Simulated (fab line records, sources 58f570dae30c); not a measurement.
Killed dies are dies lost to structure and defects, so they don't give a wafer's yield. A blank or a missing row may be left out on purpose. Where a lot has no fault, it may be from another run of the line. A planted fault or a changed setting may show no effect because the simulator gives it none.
The tool behind it: which one? || flow berkeley-cmos170 || 11 lots, 33 wafers sampled, at 4 steps of a route of 331

WHAT EACH GAUGE READ, for each wafer
UCB170_SACOX_THK_MEAS_02. Usual: SACOX_OXIDE_THK 14.41 nm, standard deviation 0.25.
{"lot": "L368", "measured": "day 5 13:16", "on": "film-metro-03", "SACOX_OXIDE_THK (nm)": "14.32 14.02 14.03", "flag": ""}
{"lot": "L367", "measured": "day 5 13:16", "on": "film-metro-01", "SACOX_OXIDE_THK (nm)": "14.40 14.43 14.32", "flag": ""}
{"lot": "L369", "measured": "day 6 00:23", "on": "film-metro-04", "SACOX_OXIDE_THK (nm)": "14.07 14.07 14.34", "flag": ""}
{"lot": "L372", "measured": "day 6 11:55", "on": "film-metro-04", "SACOX_OXIDE_THK (nm)": "14.12 13.96 13.96", "flag": ""}
{"lot": "L370", "measured": "day 6 11:55", "on": "film-metro-01", "SACOX_OXIDE_THK (nm)": "14.79 14.84 15.07", "flag": ""}
{"lot": "L373", "measured": "day 6 11:55", "on": "film-metro-03", "SACOX_OXIDE_THK (nm)": "14.55 14.41 14.27", "flag": ""}
{"lot": "L371", "measured": "day 6 11:59", "on": "film-metro-01", "SACOX_OXIDE_THK (nm)": "14.57 14.90 14.85", "flag": ""}
{"lot": "L374", "measured": "day 6 16:39", "on": "film-metro-03", "SACOX_OXIDE_THK (nm)": "14.35 14.35 14.50", "flag": ""}
{"lot": "L380", "measured": "day 7 22:06", "on": "film-metro-01", "SACOX_OXIDE_THK (nm)": "14.20 14.17 14.35", "flag": ""}
{"lot": "L381", "measured": "day 7 22:06", "on": "film-metro-04", "SACOX_OXIDE_THK (nm)": "14.46 14.29 14.28", "flag": ""}
{"lot": "L390", "measured": "day 9 18:00", "on": "film-metro-01", "SACOX_OXIDE_THK (nm)": "14.05 14.38 14.25", "flag": ""}

UCB170_GATE_THK_MEAS_02. Usual: GATE_OXIDE_THK 6.67 nm, standard deviation 0.11.
{"lot": "L368", "measured": "day 6 06:19", "on": "film-metro-01", "GATE_OXIDE_THK (nm)": "6.62 6.68 6.64", "flag": ""}
{"lot": "L367", "measured": "day 6 06:23", "on": "film-metro-03", "GATE_OXIDE_THK (nm)": "6.55 6.64 6.62", "flag": ""}
{"lot": "L369", "measured": "day 6 16:04", "on": "film-metro-01", "GATE_OXIDE_THK (nm)": "6.69 6.72 6.68", "flag": ""}
{"lot": "L372", "measured": "day 7 02:16", "on": "film-metro-03", "GATE_OXIDE_THK (nm)": "5.67 5.89 5.67 5.68 5.83 5.68", "flag": "OFF"}
{"lot": "L370", "measured": "day 7 02:20", "on": "film-metro-03", "GATE_OXIDE_THK (nm)": "5.46 5.68 5.56 5.43 5.68 5.54", "flag": "OFF"}
{"lot": "L373", "measured": "day 7 02:17", "on": "film-metro-04", "GATE_OXIDE_THK (nm)": "5.57 5.66 5.61 5.60 5.65 5.62", "flag": "OFF"}
{"lot": "L371", "measured": "day 7 02:17", "on": "film-metro-01", "GATE_OXIDE_THK (nm)": "5.71 5.69 5.66 5.70 5.67 5.59", "flag": "OFF"}
{"lot": "L374", "measured": "day 7 10:52", "on": "film-metro-03", "GATE_OXIDE_THK (nm)": "6.77 6.65 6.60", "flag": ""}
{"lot": "L380", "measured": "day 8 15:22", "on": "film-metro-01", "GATE_OXIDE_THK (nm)": "6.77 6.86 6.94", "flag": ""}
{"lot": "L381", "measured": "day 8 15:22", "on": "film-metro-04", "GATE_OXIDE_THK (nm)": "6.68 6.62 6.70", "flag": ""}
{"lot": "L390", "measured": "day 10 11:30", "on": "film-metro-01", "GATE_OXIDE_THK (nm)": "6.56 6.68 6.61", "flag": ""}

UCB170_GATE_OVL_MEAS_13. Usual: GATE_OVL -1 nm, standard deviation 6.3.
{"lot": "L368", "measured": "day 6 14:29", "on": "overlay-01", "GATE_OVL (nm)": "-7 -2 -1", "flag": ""}
{"lot": "L367", "measured": "day 6 14:01", "on": "overlay-01", "GATE_OVL (nm)": "-4 5 -3", "flag": ""}
{"lot": "L369", "measured": "day 6 21:30", "on": "overlay-01", "GATE_OVL (nm)": "8 -1 3", "flag": ""}
{"lot": "L372", "measured": "day 7 09:16", "on": "overlay-01", "GATE_OVL (nm)": "3 -2 8", "flag": ""}
{"lot": "L370", "measured": "day 7 13:25", "on": "overlay-01", "GATE_OVL (nm)": "2 2 1", "flag": ""}
{"lot": "L373", "measured": "day 7 12:31", "on": "overlay-01", "GATE_OVL (nm)": "1 -6 -3", "flag": ""}
{"lot": "L371", "measured": "day 7 08:59", "on": "overlay-01", "GATE_OVL (nm)": "0 0 -5", "flag": ""}
{"lot": "L374", "measured": "day 7 17:15", "on": "overlay-02", "GATE_OVL (nm)": "-5 -6 -8", "flag": ""}
{"lot": "L380", "measured": "day 8 21:56", "on": "overlay-02", "GATE_OVL (nm)": "-1 -4 7", "flag": ""}
{"lot": "L381", "measured": "day 8 22:13", "on": "overlay-01", "GATE_OVL (nm)": "-6 -14 -10", "flag": ""}
{"lot": "L390", "measured": "day 10 19:07", "on": "overlay-02", "GATE_OVL (nm)": "8 9 15", "flag": ""}

TOOL THAT RAN EACH LOT (tool first, then ch and the chambers of the sampled wafers, then the start)
{"lot": "L368", "UCB170_GATE_OXIDATION_01": "furnace-01 ch 0, day 6 04:49"}
{"lot": "L367", "UCB170_GATE_OXIDATION_01": "furnace-01 ch 0, day 6 04:49"}
{"lot": "L369", "UCB170_GATE_OXIDATION_01": "furnace-01 ch 0, day 6 14:34"}
{"lot": "L372", "UCB170_GATE_OXIDATION_01": "furnace-01 ch 0, day 7 00:46"}
{"lot": "L370", "UCB170_GATE_OXIDATION_01": "furnace-01 ch 0, day 7 00:46"}
{"lot": "L373", "UCB170_GATE_OXIDATION_01": "furnace-01 ch 0, day 7 00:46"}
{"lot": "L371", "UCB170_GATE_OXIDATION_01": "furnace-01 ch 0, day 7 00:46"}
{"lot": "L374", "UCB170_GATE_OXIDATION_01": "furnace-03 ch 0, day 7 09:22"}
{"lot": "L380", "UCB170_GATE_OXIDATION_01": "furnace-04 ch 0, day 8 13:52"}
{"lot": "L381", "UCB170_GATE_OXIDATION_01": "furnace-04 ch 0, day 8 13:52"}
{"lot": "L390", "UCB170_GATE_OXIDATION_01": "furnace-03 ch 0, day 10 10:00"}
- UCB170_GATE_OXIDATION_01: target thk 6.6 nm, ox time 1800 s.

AS READ BY THE TOOLS THEMSELVES (means over the sampled wafers that have a number; for cases with no such wafer, the mark the record gives instead)
UCB170_GATE_OXIDATION_01. Usual: spike-tc-centre-C 852.8 C, standard deviation 1.1; spike-tc-load-C 872 C, standard deviation 3.3; spike-tc-source-C 871.0 C, standard deviation 1.5; tube-center-temp-C 850 C, standard deviation 0.078; tube_center_temp_C_max 852.3, standard deviation 0.38.
{"lot": "L368", "tool": "furnace-01", "spike-tc-centre-C (C)": 853.4, "spike-tc-load-C (C)": 871, "spike-tc-source-C (C)": 870.9, "tube-center-temp-C (C)": 850, "tube_center_temp_C_max": 852.2, "flag": ""}
{"lot": "L367", "tool": "furnace-01", "spike-tc-centre-C (C)": 853.6, "spike-tc-load-C (C)": 871, "spike-tc-source-C (C)": 871.0, "tube-center-temp-C (C)": 850, "tube_center_temp_C_max": 852.2, "flag": ""}
{"lot": "L369", "tool": "furnace-01", "spike-tc-centre-C (C)": 852.4, "spike-tc-load-C (C)": 870, "spike-tc-source-C (C)": 871.4, "tube-center-temp-C (C)": 850, "tube_center_temp_C_max": 852.2, "flag": ""}
{"lot": "L372", "tool": "furnace-01", "spike-tc-centre-C (C)": 838.2, "spike-tc-load-C (C)": 856, "spike-tc-source-C (C)": 856.0, "tube-center-temp-C (C)": 836, "tube_center_temp_C_max": 838.2, "flag": "OFF"}
{"lot": "L370", "tool": "furnace-01", "spike-tc-centre-C (C)": 839.4, "spike-tc-load-C (C)": 857, "spike-tc-source-C (C)": 858.2, "tube-center-temp-C (C)": 836, "tube_center_temp_C_max": 838.1, "flag": "OFF"}
{"lot": "L373", "tool": "furnace-01", "spike-tc-centre-C (C)": 838.6, "spike-tc-load-C (C)": 857, "spike-tc-source-C (C)": 856.0, "tube-center-temp-C (C)": 836, "tube_center_temp_C_max": 838.4, "flag": "OFF"}
{"lot": "L371", "tool": "furnace-01", "spike-tc-centre-C (C)": 838.4, "spike-tc-load-C (C)": 857, "spike-tc-source-C (C)": 856.5, "tube-center-temp-C (C)": 836, "tube_center_temp_C_max": 837.9, "flag": "OFF"}
{"lot": "L374", "tool": "furnace-03", "spike-tc-centre-C (C)": 853.4, "spike-tc-load-C (C)": 871, "spike-tc-source-C (C)": 873.7, "tube-center-temp-C (C)": 850, "tube_center_temp_C_max": 852.0, "flag": ""}
{"lot": "L380", "tool": "furnace-04", "spike-tc-centre-C (C)": 853.2, "spike-tc-load-C (C)": 878, "spike-tc-source-C (C)": 869.8, "tube-center-temp-C (C)": 850, "tube_center_temp_C_max": 852.4, "flag": ""}
{"lot": "L381", "tool": "furnace-04", "spike-tc-centre-C (C)": 852.8, "spike-tc-load-C (C)": 878, "spike-tc-source-C (C)": 869.5, "tube-center-temp-C (C)": 850, "tube_center_temp_C_max": 852.1, "flag": ""}
{"lot": "L390", "tool": "furnace-03", "spike-tc-centre-C (C)": 853.5, "spike-tc-load-C (C)": 872, "spike-tc-source-C (C)": 871.9, "tube-center-temp-C (C)": 850, "tube_center_temp_C_max": 852.1, "flag": ""}

THE ANSWER, worked out from the rows above alone
Rule: a lot counts as off when the mean over its wafers that have a number is more than 3 standard deviations away from the usual mean. Also off: a lot with no number at a reading for which 4 or more lots have one. All remaining lots with rows at the step are treated as sound. The gauges are gone through in route order, then the tools' own readings, and for those a lot's mean is taken as printed above. At the first step where some lot is off, the reading lying furthest off is the one used; lots without a number count as furthest.
Off: L372, L370, L373, L371, seen at UCB170_GATE_THK_MEAS_02 (GATE_OXIDE_THK).
If a tool, at a process step before that reading, ran all the lots that are off and no sound lot after the first of them, it fits. The gauges at UCB170_GATE_THK_MEAS_02 aren't tried: what is off there is off at UCB170_GATE_OXIDATION_01 too, on other tools, and a gauge's error can't cause that. One fits: UCB170_GATE_OXIDATION_01 on furnace-01. A fault onset in the window from L369 (day 6 14:34, its last sound lot) to L370 (day 7 00:46, its first lot off) fits.
The tool's own readings at UCB170_GATE_OXIDATION_01 bear it out: on the lots that are off they differ by more than 5 times the standard deviation of the sound lots' means. spike-tc-centre-C reads 838.6 C there against 853.2 C on the sound lots; spike-tc-load-C reads 857 C there against 873 C on the sound lots; spike-tc-source-C reads 856.7 C there against 871.2 C on the sound lots; tube-center-temp-C reads 836 C there against 850 C on the sound lots; tube_center_temp_C_max reads 838.1 there against 852.2 on the sound lots.

WHAT THE SIMULATOR HAD PUT IN
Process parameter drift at UCB170_GATE_OXIDATION_01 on furnace-01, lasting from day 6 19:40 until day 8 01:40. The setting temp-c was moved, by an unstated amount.
Struck lots among those shown: L372, L370, L373, L371. This agrees with what the rule above found.
